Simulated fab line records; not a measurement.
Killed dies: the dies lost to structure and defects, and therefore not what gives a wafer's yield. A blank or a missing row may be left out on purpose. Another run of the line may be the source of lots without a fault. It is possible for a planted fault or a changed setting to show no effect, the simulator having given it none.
fab line records || flow rit-cmos
record: {"lots": 14, "wafers": 42, "last-day": 7}
route steps=202 shown WELLDRIVE@50 NWELL@51 PWELL@52
lots that met no fault: from a run of the same line without faults
start-h: hours from the record's first day to the start of the lot's first wafer shown || wait-h: hours since the lot's step before || " repeats the value in the row above || L1.1+2: one row covering several wafers at once || - no value present, or no start provided || * or withheld: withheld || < > ~ a bound
route shown NAME@n: names a module that has steps shown in the file, with the first one's number in the route || usual: average and standard deviation across the fault-free wafers || same: alike in all rows || chamber/n: place in a boat || sites: readings site by site || _std_site: the values' standard deviation || _edge_site: mean of outer sites minus mean of inner sites || radius-mm: how far each site lies from the wafer's centre || mask NAME#n: copy n || behind: the tool/chamber that last shaped the wafer || hold: why the lot went on hold/how many hours it stayed there/how the hold came to an end || device: the n, p or np transistor that did not switch || end of line: the same wafers' tests at the end of the route || where a step has no rows: the recipe by itself || killed: dies lost to structure and defects at the first sort, not the wafer's yield || map: the dies of a wafer, with x for killed, . for not killed, _ for no die there
set.NAME: the setting as run; set.NAME@STEP: as run at that earlier step || model.NAME: the simulator's own value behind a step, which no gauge read
one table for each step of the route and one row for each wafer, over a sample of lots
services: when a tool's chamber went out of use (start-h, in hours from the record's first day, below 0 if earlier), for how many hours, and the reason
== steps ==
step: RIT_WELLDRIVE_ANNEAL_00
recipe: {"temp-c": 1100, "time-s": 14700, "ambient": "N2"}
usual: {"spike-tc-centre-C": "1102.2/1.6", "spike-tc-load-C": "1126.3/1.9", "spike-tc-source-C": "1129.3/2.8"}
{"lot.wafer": "L997.1", "tool": "furnace-04", "chamber": 0, "start-h": 25.42, "wait-h": 0.8, "spike-tc-centre-C": 1102.8, "spike-tc-load-C": 1125.7, "spike-tc-source-C": 1131.1}
{"lot.wafer": "L997.4", "tool": "furnace-04", "chamber": 0, "start-h": 25.42, "wait-h": 0.8, "spike-tc-centre-C": 1101.4, "spike-tc-load-C": 1125.3, "spike-tc-source-C": 1130.5}
{"lot.wafer": "L997.6", "tool": "furnace-04", "chamber": 0, "start-h": 25.42, "wait-h": 0.8, "spike-tc-centre-C": 1101.4, "spike-tc-load-C": 1126.9, "spike-tc-source-C": 1130.0}
{"lot.wafer": "L998.1", "tool": "furnace-04", "chamber": 0, "start-h": 30.50, "wait-h": 0.8, "spike-tc-centre-C": 1101.4, "spike-tc-load-C": 1127.2, "spike-tc-source-C": 1132.6}
{"lot.wafer": "L998.2", "tool": "furnace-04", "chamber": 0, "start-h": 30.50, "wait-h": 0.8, "spike-tc-centre-C": 1100.7, "spike-tc-load-C": 1125.4, "spike-tc-source-C": 1131.9}
{"lot.wafer": "L998.4", "tool": "furnace-04", "chamber": 0, "start-h": 30.50, "wait-h": 0.8, "spike-tc-centre-C": 1100.7, "spike-tc-load-C": 1124.8, "spike-tc-source-C": 1130.4}
{"lot.wafer": "L999.1", "tool": "furnace-01", "chamber": 0, "start-h": 37.47, "wait-h": 0.9, "spike-tc-centre-C": 1101.6, "spike-tc-load-C": 1124.9, "spike-tc-source-C": 1126.8}
{"lot.wafer": "L999.2", "tool": "furnace-01", "chamber": 0, "start-h": 37.47, "wait-h": 0.9, "spike-tc-centre-C": 1101.0, "spike-tc-load-C": 1123.3, "spike-tc-source-C": 1125.9}
{"lot.wafer": "L999.5", "tool": "furnace-01", "chamber": 0, "start-h": 37.47, "wait-h": 0.9, "spike-tc-centre-C": 1101.5, "spike-tc-load-C": 1123.8, "spike-tc-source-C": 1126.6}
{"lot.wafer": "L100.2", "tool": "furnace-04", "chamber": 0, "start-h": 41.81, "wait-h": 2.1, "spike-tc-centre-C": 1100.8, "spike-tc-load-C": 1127.5, "spike-tc-source-C": 1129.7}
{"lot.wafer": "L100.4", "tool": "furnace-04", "chamber": 0, "start-h": 41.81, "wait-h": 2.1, "spike-tc-centre-C": 1099.7, "spike-tc-load-C": 1125.1, "spike-tc-source-C": 1132.7}
{"lot.wafer": "L100.6", "tool": "furnace-04", "chamber": 0, "start-h": 41.81, "wait-h": 2.1, "spike-tc-centre-C": 1102.8, "spike-tc-load-C": 1125.8, "spike-tc-source-C": 1132.8}
{"lot.wafer": "L102.1", "tool": "furnace-04", "chamber": 0, "start-h": 52.51, "wait-h": 0.1, "spike-tc-centre-C": 1101.7, "spike-tc-load-C": 1125.8, "spike-tc-source-C": 1130.6}
{"lot.wafer": "L102.5", "tool": "furnace-04", "chamber": 0, "start-h": 52.51, "wait-h": 0.1, "spike-tc-centre-C": 1100.1, "spike-tc-load-C": 1125.2, "spike-tc-source-C": 1131.2}
{"lot.wafer": "L102.6", "tool": "furnace-04", "chamber": 0, "start-h": 52.51, "wait-h": 0.1, "spike-tc-centre-C": 1100.9, "spike-tc-load-C": 1125.9, "spike-tc-source-C": 1131.5}
{"lot.wafer": "L103.1", "tool": "furnace-01", "chamber": 0, "start-h": 55.50, "wait-h": 0.3, "spike-tc-centre-C": 1102.3, "spike-tc-load-C": 1126.4, "spike-tc-source-C": 1124.8}
{"lot.wafer": "L103.3", "tool": "furnace-01", "chamber": 0, "start-h": 55.50, "wait-h": 0.3, "spike-tc-centre-C": 1102.8, "spike-tc-load-C": 1127.1, "spike-tc-source-C": 1127.4}
{"lot.wafer": "L103.6", "tool": "furnace-01", "chamber": 0, "start-h": 55.50, "wait-h": 0.3, "spike-tc-centre-C": 1102.6, "spike-tc-load-C": 1124.6, "spike-tc-source-C": 1126.2}
{"lot.wafer": "L105.2", "tool": "furnace-04", "chamber": 0, "start-h": 65.87, "wait-h": 0.3, "spike-tc-centre-C": 1100.9, "spike-tc-load-C": 1125.9, "spike-tc-source-C": 1131.7}
{"lot.wafer": "L105.4", "tool": "furnace-04", "chamber": 0, "start-h": 65.87, "wait-h": 0.3, "spike-tc-centre-C": 1101.9, "spike-tc-load-C": 1125.5, "spike-tc-source-C": 1132.2}
{"lot.wafer": "L105.6", "tool": "furnace-04", "chamber": 0, "start-h": 65.87, "wait-h": 0.3, "spike-tc-centre-C": 1102.7, "spike-tc-load-C": 1127.2, "spike-tc-source-C": 1130.8}
{"lot.wafer": "L106.1", "tool": "furnace-01", "chamber": 0, "start-h": 72.24, "wait-h": 1.5, "spike-tc-centre-C": 1101.9, "spike-tc-load-C": 1124.9, "spike-tc-source-C": 1125.2}
{"lot.wafer": "L106.3", "tool": "furnace-01", "chamber": 0, "start-h": 72.24, "wait-h": 1.5, "spike-tc-centre-C": 1101.1, "spike-tc-load-C": 1126.0, "spike-tc-source-C": 1124.9}
{"lot.wafer": "L106.5", "tool": "furnace-01", "chamber": 0, "start-h": 72.24, "wait-h": 1.5, "spike-tc-centre-C": 1102.9, "spike-tc-load-C": 1126.6, "spike-tc-source-C": 1126.3}
{"lot.wafer": "L108.1", "tool": "furnace-01", "chamber": 0, "start-h": 78.89, "wait-h": 0.4, "spike-tc-centre-C": 1099.7, "spike-tc-load-C": 1126.2, "spike-tc-source-C": 1125.2}
{"lot.wafer": "L108.4", "tool": "furnace-01", "chamber": 0, "start-h": 78.89, "wait-h": 0.4, "spike-tc-centre-C": 1101.1, "spike-tc-load-C": 1124.0, "spike-tc-source-C": 1126.7}
{"lot.wafer": "L108.6", "tool": "furnace-01", "chamber": 0, "start-h": 78.89, "wait-h": 0.4, "spike-tc-centre-C": 1101.1, "spike-tc-load-C": 1123.7, "spike-tc-source-C": 1127.1}
{"lot.wafer": "L109.4", "tool": "furnace-04", "chamber": 0, "start-h": 84.82, "wait-h": 0.3, "spike-tc-centre-C": 1060.8, "spike-tc-load-C": 1085.1, "spike-tc-source-C": 1092.2}
{"lot.wafer": "L109.5", "tool": "furnace-04", "chamber": 0, "start-h": 84.82, "wait-h": 0.3, "spike-tc-centre-C": 1062.3, "spike-tc-load-C": 1087.8, "spike-tc-source-C": 1092.1}
{"lot.wafer": "L109.6", "tool": "furnace-04", "chamber": 0, "start-h": 84.82, "wait-h": 0.3, "spike-tc-centre-C": 1062.1, "spike-tc-load-C": 1084.9, "spike-tc-source-C": 1090.4}
{"lot.wafer": "L111.1", "tool": "furnace-04", "chamber": 0, "start-h": 92.81, "wait-h": 0.1, "spike-tc-centre-C": 1061.9, "spike-tc-load-C": 1086.0, "spike-tc-source-C": 1089.4}
{"lot.wafer": "L111.4", "tool": "furnace-04", "chamber": 0, "start-h": 92.81, "wait-h": 0.1, "spike-tc-centre-C": 1061.2, "spike-tc-load-C": 1084.3, "spike-tc-source-C": 1091.4}
{"lot.wafer": "L111.6", "tool": "furnace-04", "chamber": 0, "start-h": 92.81, "wait-h": 0.1, "spike-tc-centre-C": 1061.7, "spike-tc-load-C": 1085.8, "spike-tc-source-C": 1091.7}
{"lot.wafer": "L113.1", "tool": "furnace-01", "chamber": 0, "start-h": 104.70, "wait-h": 0.1, "spike-tc-centre-C": 1101.3, "spike-tc-load-C": 1124.3, "spike-tc-source-C": 1126.5}
{"lot.wafer": "L113.2", "tool": "furnace-01", "chamber": 0, "start-h": 104.70, "wait-h": 0.1, "spike-tc-centre-C": 1100.3, "spike-tc-load-C": 1124.7, "spike-tc-source-C": 1124.6}
{"lot.wafer": "L113.5", "tool": "furnace-01", "chamber": 0, "start-h": 104.70, "wait-h": 0.1, "spike-tc-centre-C": 1099.8, "spike-tc-load-C": 1126.1, "spike-tc-source-C": 1124.8}
{"lot.wafer": "L117.1", "tool": "furnace-01", "chamber": 0, "start-h": 123.98, "wait-h": 0.1, "spike-tc-centre-C": 1100.2, "spike-tc-load-C": 1124.0, "spike-tc-source-C": 1124.8}
{"lot.wafer": "L117.2", "tool": "furnace-01", "chamber": 0, "start-h": 123.98, "wait-h": 0.1, "spike-tc-centre-C": 1102.6, "spike-tc-load-C": 1126.3, "spike-tc-source-C": 1125.8}
{"lot.wafer": "L117.3", "tool": "furnace-01", "chamber": 0, "start-h": 123.98, "wait-h": 0.1, "spike-tc-centre-C": 1099.6, "spike-tc-load-C": 1125.0, "spike-tc-source-C": 1126.2}
{"lot.wafer": "L119.2", "tool": "furnace-01", "chamber": 0, "start-h": 134.52, "wait-h": 1.4, "spike-tc-centre-C": 1102.1, "spike-tc-load-C": 1124.7, "spike-tc-source-C": 1124.7}
{"lot.wafer": "L119.4", "tool": "furnace-01", "chamber": 0, "start-h": 134.52, "wait-h": 1.4, "spike-tc-centre-C": 1099.8, "spike-tc-load-C": 1126.0, "spike-tc-source-C": 1126.4}
{"lot.wafer": "L119.6", "tool": "furnace-01", "chamber": 0, "start-h": 134.52, "wait-h": 1.4, "spike-tc-centre-C": 1102.5, "spike-tc-load-C": 1123.1, "spike-tc-source-C": 1126.2}
step: RIT_WELLDRIVE_RS_MEAS_01
recipe: {"thk-meas-gauge": "four-point-probe"}
usual: {"NWELL_RS": "275.3/0.74"}
{"lot.wafer": "L997.1", "tool": "film-metro-01", "chamber": "-", "start-h": 30.50, "wait-h": 0.0, "NWELL_RS[ohm/sq]": 274.5}
{"lot.wafer": "L997.4", "tool": "film-metro-01", "chamber": "-", "start-h": 30.50, "wait-h": 0.0, "NWELL_RS[ohm/sq]": 274.5}
{"lot.wafer": "L997.6", "tool": "film-metro-01", "chamber": "-", "start-h": 30.50, "wait-h": 0.0, "NWELL_RS[ohm/sq]": 274.8}
{"lot.wafer": "L998.1", "tool": "film-metro-03", "chamber": "-", "start-h": 35.59, "wait-h": 0.0, "NWELL_RS[ohm/sq]": 275.0}
{"lot.wafer": "L998.2", "tool": "film-metro-03", "chamber": "-", "start-h": 35.59, "wait-h": 0.0, "NWELL_RS[ohm/sq]": 275.7}
{"lot.wafer": "L998.4", "tool": "film-metro-03", "chamber": "-", "start-h": 35.59, "wait-h": 0.0, "NWELL_RS[ohm/sq]": 275.9}
{"lot.wafer": "L999.1", "tool": "film-metro-01", "chamber": "-", "start-h": 42.56, "wait-h": 0.0, "NWELL_RS[ohm/sq]": 274.7}
{"lot.wafer": "L999.2", "tool": "film-metro-01", "chamber": "-", "start-h": 42.56, "wait-h": 0.0, "NWELL_RS[ohm/sq]": 275.9}
{"lot.wafer": "L999.5", "tool": "film-metro-01", "chamber": "-", "start-h": 42.56, "wait-h": 0.0, "NWELL_RS[ohm/sq]": 275.4}
{"lot.wafer": "L100.2", "tool": "film-metro-04", "chamber": "-", "start-h": 46.91, "wait-h": 0.0, "NWELL_RS[ohm/sq]": 276.3}
{"lot.wafer": "L100.4", "tool": "film-metro-04", "chamber": "-", "start-h": 46.91, "wait-h": 0.0, "NWELL_RS[ohm/sq]": 275.3}
{"lot.wafer": "L100.6", "tool": "film-metro-04", "chamber": "-", "start-h": 46.91, "wait-h": 0.0, "NWELL_RS[ohm/sq]": 276.1}
{"lot.wafer": "L102.1", "tool": "film-metro-03", "chamber": "-", "start-h": 57.60, "wait-h": 0.0, "NWELL_RS[ohm/sq]": 275.9}
{"lot.wafer": "L102.5", "tool": "film-metro-03", "chamber": "-", "start-h": 57.60, "wait-h": 0.0, "NWELL_RS[ohm/sq]": 275.7}
{"lot.wafer": "L102.6", "tool": "film-metro-03", "chamber": "-", "start-h": 57.60, "wait-h": 0.0, "NWELL_RS[ohm/sq]": 275.2}
{"lot.wafer": "L103.1", "tool": "film-metro-03", "chamber": "-", "start-h": 60.58, "wait-h": 0.0, "NWELL_RS[ohm/sq]": 275.2}
{"lot.wafer": "L103.3", "tool": "film-metro-03", "chamber": "-", "start-h": 60.58, "wait-h": 0.0, "NWELL_RS[ohm/sq]": 274.5}
{"lot.wafer": "L103.6", "tool": "film-metro-03", "chamber": "-", "start-h": 60.58, "wait-h": 0.0, "NWELL_RS[ohm/sq]": 275.9}
{"lot.wafer": "L105.2", "tool": "film-metro-03", "chamber": "-", "start-h": 70.98, "wait-h": 0.0, "NWELL_RS[ohm/sq]": 275.4}
{"lot.wafer": "L105.4", "tool": "film-metro-03", "chamber": "-", "start-h": 70.98, "wait-h": 0.0, "NWELL_RS[ohm/sq]": 274.8}
{"lot.wafer": "L105.6", "tool": "film-metro-03", "chamber": "-", "start-h": 70.98, "wait-h": 0.0, "NWELL_RS[ohm/sq]": 275.6}
{"lot.wafer": "L106.1", "tool": "film-metro-03", "chamber": "-", "start-h": 77.33, "wait-h": 0.0, "NWELL_RS[ohm/sq]": 276.7}
{"lot.wafer": "L106.3", "tool": "film-metro-03", "chamber": "-", "start-h": 77.33, "wait-h": 0.0, "NWELL_RS[ohm/sq]": 276.2}
{"lot.wafer": "L106.5", "tool": "film-metro-03", "chamber": "-", "start-h": 77.33, "wait-h": 0.0, "NWELL_RS[ohm/sq]": 276.5}
{"lot.wafer": "L108.1", "tool": "film-metro-01", "chamber": "-", "start-h": 83.97, "wait-h": 0.0, "NWELL_RS[ohm/sq]": 274.8}
{"lot.wafer": "L108.4", "tool": "film-metro-01", "chamber": "-", "start-h": 83.97, "wait-h": 0.0, "NWELL_RS[ohm/sq]": 273.8}
{"lot.wafer": "L108.6", "tool": "film-metro-01", "chamber": "-", "start-h": 83.97, "wait-h": 0.0, "NWELL_RS[ohm/sq]": 274.3}
{"lot.wafer": "L109.4", "tool": "film-metro-04", "chamber": "-", "start-h": 89.96, "wait-h": 0.1, "NWELL_RS[ohm/sq]": 320.7}
{"lot.wafer": "L109.5", "tool": "film-metro-04", "chamber": "-", "start-h": 89.96, "wait-h": 0.1, "NWELL_RS[ohm/sq]": 320.3}
{"lot.wafer": "L109.6", "tool": "film-metro-04", "chamber": "-", "start-h": 89.96, "wait-h": 0.1, "NWELL_RS[ohm/sq]": 320.5}
{"lot.wafer": "L111.1", "tool": "film-metro-03", "chamber": "-", "start-h": 97.89, "wait-h": 0.0, "NWELL_RS[ohm/sq]": 322.0}
{"lot.wafer": "L111.4", "tool": "film-metro-03", "chamber": "-", "start-h": 97.89, "wait-h": 0.0, "NWELL_RS[ohm/sq]": 323.0}
{"lot.wafer": "L111.6", "tool": "film-metro-03", "chamber": "-", "start-h": 97.89, "wait-h": 0.0, "NWELL_RS[ohm/sq]": 323.1}
{"lot.wafer": "L113.1", "tool": "film-metro-01", "chamber": "-", "start-h": 109.78, "wait-h": 0.0, "NWELL_RS[ohm/sq]": 274.4}
{"lot.wafer": "L113.2", "tool": "film-metro-01", "chamber": "-", "start-h": 109.78, "wait-h": 0.0, "NWELL_RS[ohm/sq]": 274.4}
{"lot.wafer": "L113.5", "tool": "film-metro-01", "chamber": "-", "start-h": 109.78, "wait-h": 0.0, "NWELL_RS[ohm/sq]": 274.9}
{"lot.wafer": "L117.1", "tool": "film-metro-03", "chamber": "-", "start-h": 129.06, "wait-h": 0.0, "NWELL_RS[ohm/sq]": 274.3}
{"lot.wafer": "L117.2", "tool": "film-metro-03", "chamber": "-", "start-h": 129.06, "wait-h": 0.0, "NWELL_RS[ohm/sq]": 275.4}
{"lot.wafer": "L117.3", "tool": "film-metro-03", "chamber": "-", "start-h": 129.06, "wait-h": 0.0, "NWELL_RS[ohm/sq]": 275.3}
{"lot.wafer": "L119.2", "tool": "film-metro-03", "chamber": "-", "start-h": 139.63, "wait-h": 0.0, "NWELL_RS[ohm/sq]": 276.0}
{"lot.wafer": "L119.4", "tool": "film-metro-03", "chamber": "-", "start-h": 139.63, "wait-h": 0.0, "NWELL_RS[ohm/sq]": 276.6}
{"lot.wafer": "L119.6", "tool": "film-metro-03", "chamber": "-", "start-h": 139.63, "wait-h": 0.0, "NWELL_RS[ohm/sq]": 276.0}
step: RIT_WELLDRIVE_RS_MEAS_02
recipe: {"thk-meas-gauge": "four-point-probe"}
usual: {"PWELL_RS": "424.4/1.1"}
{"lot.wafer": "L997.1", "tool": "film-metro-01", "chamber": "-", "start-h": 30.62, "wait-h": 0.1, "PWELL_RS[ohm/sq]": 424.1}
{"lot.wafer": "L997.4", "tool": "film-metro-01", "chamber": "-", "start-h": 30.62, "wait-h": 0.1, "PWELL_RS[ohm/sq]": 425.4}
{"lot.wafer": "L997.6", "tool": "film-metro-01", "chamber": "-", "start-h": 30.62, "wait-h": 0.1, "PWELL_RS[ohm/sq]": 423.7}
{"lot.wafer": "L998.1", "tool": "film-metro-03", "chamber": "-", "start-h": 35.71, "wait-h": 0.1, "PWELL_RS[ohm/sq]": 424.6}
{"lot.wafer": "L998.2", "tool": "film-metro-03", "chamber": "-", "start-h": 35.71, "wait-h": 0.1, "PWELL_RS[ohm/sq]": 423.7}
{"lot.wafer": "L998.4", "tool": "film-metro-03", "chamber": "-", "start-h": 35.71, "wait-h": 0.1, "PWELL_RS[ohm/sq]": 424.7}
{"lot.wafer": "L999.1", "tool": "film-metro-01", "chamber": "-", "start-h": 42.68, "wait-h": 0.1, "PWELL_RS[ohm/sq]": 421.6}
{"lot.wafer": "L999.2", "tool": "film-metro-01", "chamber": "-", "start-h": 42.68, "wait-h": 0.1, "PWELL_RS[ohm/sq]": 423.3}
{"lot.wafer": "L999.5", "tool": "film-metro-01", "chamber": "-", "start-h": 42.68, "wait-h": 0.1, "PWELL_RS[ohm/sq]": 421.8}
{"lot.wafer": "L100.2", "tool": "film-metro-04", "chamber": "-", "start-h": 47.03, "wait-h": 0.1, "PWELL_RS[ohm/sq]": 424.8}
{"lot.wafer": "L100.4", "tool": "film-metro-04", "chamber": "-", "start-h": 47.03, "wait-h": 0.1, "PWELL_RS[ohm/sq]": 424.6}
{"lot.wafer": "L100.6", "tool": "film-metro-04", "chamber": "-", "start-h": 47.03, "wait-h": 0.1, "PWELL_RS[ohm/sq]": 423.7}
{"lot.wafer": "L102.1", "tool": "film-metro-03", "chamber": "-", "start-h": 57.72, "wait-h": 0.1, "PWELL_RS[ohm/sq]": 424.7}
{"lot.wafer": "L102.5", "tool": "film-metro-03", "chamber": "-", "start-h": 57.72, "wait-h": 0.1, "PWELL_RS[ohm/sq]": 423.7}
{"lot.wafer": "L102.6", "tool": "film-metro-03", "chamber": "-", "start-h": 57.72, "wait-h": 0.1, "PWELL_RS[ohm/sq]": 423.8}
{"lot.wafer": "L103.1", "tool": "film-metro-03", "chamber": "-", "start-h": 60.70, "wait-h": 0.1, "PWELL_RS[ohm/sq]": 425.4}
{"lot.wafer": "L103.3", "tool": "film-metro-03", "chamber": "-", "start-h": 60.70, "wait-h": 0.1, "PWELL_RS[ohm/sq]": 424.9}
{"lot.wafer": "L103.6", "tool": "film-metro-03", "chamber": "-", "start-h": 60.70, "wait-h": 0.1, "PWELL_RS[ohm/sq]": 424.3}
{"lot.wafer": "L105.2", "tool": "film-metro-03", "chamber": "-", "start-h": 71.10, "wait-h": 0.1, "PWELL_RS[ohm/sq]": 425.1}
{"lot.wafer": "L105.4", "tool": "film-metro-03", "chamber": "-", "start-h": 71.10, "wait-h": 0.1, "PWELL_RS[ohm/sq]": 423.6}
{"lot.wafer": "L105.6", "tool": "film-metro-03", "chamber": "-", "start-h": 71.10, "wait-h": 0.1, "PWELL_RS[ohm/sq]": 424.6}
{"lot.wafer": "L106.1", "tool": "film-metro-03", "chamber": "-", "start-h": 77.45, "wait-h": 0.1, "PWELL_RS[ohm/sq]": 424.3}
{"lot.wafer": "L106.3", "tool": "film-metro-03", "chamber": "-", "start-h": 77.45, "wait-h": 0.1, "PWELL_RS[ohm/sq]": 424.5}
{"lot.wafer": "L106.5", "tool": "film-metro-03", "chamber": "-", "start-h": 77.45, "wait-h": 0.1, "PWELL_RS[ohm/sq]": 423.1}
{"lot.wafer": "L108.1", "tool": "film-metro-01", "chamber": "-", "start-h": 84.09, "wait-h": 0.1, "PWELL_RS[ohm/sq]": 425.2}
{"lot.wafer": "L108.4", "tool": "film-metro-01", "chamber": "-", "start-h": 84.09, "wait-h": 0.1, "PWELL_RS[ohm/sq]": 426.7}
{"lot.wafer": "L108.6", "tool": "film-metro-01", "chamber": "-", "start-h": 84.09, "wait-h": 0.1, "PWELL_RS[ohm/sq]": 424.6}
{"lot.wafer": "L109.4", "tool": "film-metro-04", "chamber": "-", "start-h": 90.08, "wait-h": 0.1, "PWELL_RS[ohm/sq]": 469.3}
{"lot.wafer": "L109.5", "tool": "film-metro-04", "chamber": "-", "start-h": 90.08, "wait-h": 0.1, "PWELL_RS[ohm/sq]": 468.6}
{"lot.wafer": "L109.6", "tool": "film-metro-04", "chamber": "-", "start-h": 90.08, "wait-h": 0.1, "PWELL_RS[ohm/sq]": 467.8}
{"lot.wafer": "L111.1", "tool": "film-metro-03", "chamber": "-", "start-h": 98.01, "wait-h": 0.1, "PWELL_RS[ohm/sq]": 466.8}
{"lot.wafer": "L111.4", "tool": "film-metro-03", "chamber": "-", "start-h": 98.01, "wait-h": 0.1, "PWELL_RS[ohm/sq]": 465.5}
{"lot.wafer": "L111.6", "tool": "film-metro-03", "chamber": "-", "start-h": 98.01, "wait-h": 0.1, "PWELL_RS[ohm/sq]": 466.0}
{"lot.wafer": "L113.1", "tool": "film-metro-01", "chamber": "-", "start-h": 109.90, "wait-h": 0.1, "PWELL_RS[ohm/sq]": 423.4}
{"lot.wafer": "L113.2", "tool": "film-metro-01", "chamber": "-", "start-h": 109.90, "wait-h": 0.1, "PWELL_RS[ohm/sq]": 422.3}
{"lot.wafer": "L113.5", "tool": "film-metro-01", "chamber": "-", "start-h": 109.90, "wait-h": 0.1, "PWELL_RS[ohm/sq]": 425.7}
{"lot.wafer": "L117.1", "tool": "film-metro-03", "chamber": "-", "start-h": 129.18, "wait-h": 0.1, "PWELL_RS[ohm/sq]": 424.9}
{"lot.wafer": "L117.2", "tool": "film-metro-03", "chamber": "-", "start-h": 129.18, "wait-h": 0.1, "PWELL_RS[ohm/sq]": 426.0}
{"lot.wafer": "L117.3", "tool": "film-metro-03", "chamber": "-", "start-h": 129.18, "wait-h": 0.1, "PWELL_RS[ohm/sq]": 426.3}
{"lot.wafer": "L119.2", "tool": "film-metro-03", "chamber": "-", "start-h": 139.75, "wait-h": 0.1, "PWELL_RS[ohm/sq]": 424.5}
{"lot.wafer": "L119.4", "tool": "film-metro-03", "chamber": "-", "start-h": 139.75, "wait-h": 0.1, "PWELL_RS[ohm/sq]": 425.0}
{"lot.wafer": "L119.6", "tool": "film-metro-03", "chamber": "-", "start-h": 139.75, "wait-h": 0.1, "PWELL_RS[ohm/sq]": 426.6}
== services ==
{"tool": "furnace-01", "chamber": "-", "start-h": 25.65, "hours": 2.7, "kind": "pm"}
{"tool": "furnace-04", "chamber": "-", "start-h": 133.46, "hours": 3.8, "kind": "pm"}
== key ==
first-sign: {"step": "RIT_WELLDRIVE_ANNEAL_00", "reading": "spike-tc-centre-C", "direction": "down", "sigmas": 25, "usual": 1102.2, "struck": 1061.7}
effect: {"step": "RIT_WELLDRIVE_ANNEAL_00", "reading": "spike-tc-load-C", "direction": "down", "sigmas": 21, "usual": 1126.3, "struck": 1085.6}
effect: {"step": "RIT_WELLDRIVE_RS_MEAS_01", "reading": "NWELL_RS", "direction": "up", "sigmas": 63, "usual": 275.3, "struck": 321.6}
effect: {"step": "RIT_WELLDRIVE_RS_MEAS_02", "reading": "PWELL_RS", "direction": "up", "sigmas": 38, "usual": 424.4, "struck": 467.3}
met-at RIT_WELLDRIVE_ANNEAL_00
struck-lots L109,L111
tester-left-out L109,L111
fault: {"kind": "process-parameter-drift", "tool": "furnace-04", "chamber": "-", "onset-h": 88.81, "steps": "RIT_WELLDRIVE_ANNEAL_00", "channel": "temp-c", "offset": "*", "shape": "step", "end-h": 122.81, "acts-in": "*", "stated": "*"}
tester-left-out: of these lots the tester's yield and bins aren't shown, on N5 and GAA mostly nor the transistor test; their killed dies are dies lost to structure and defects alone, not to doping, threshold or leakage, so they don't give the yield
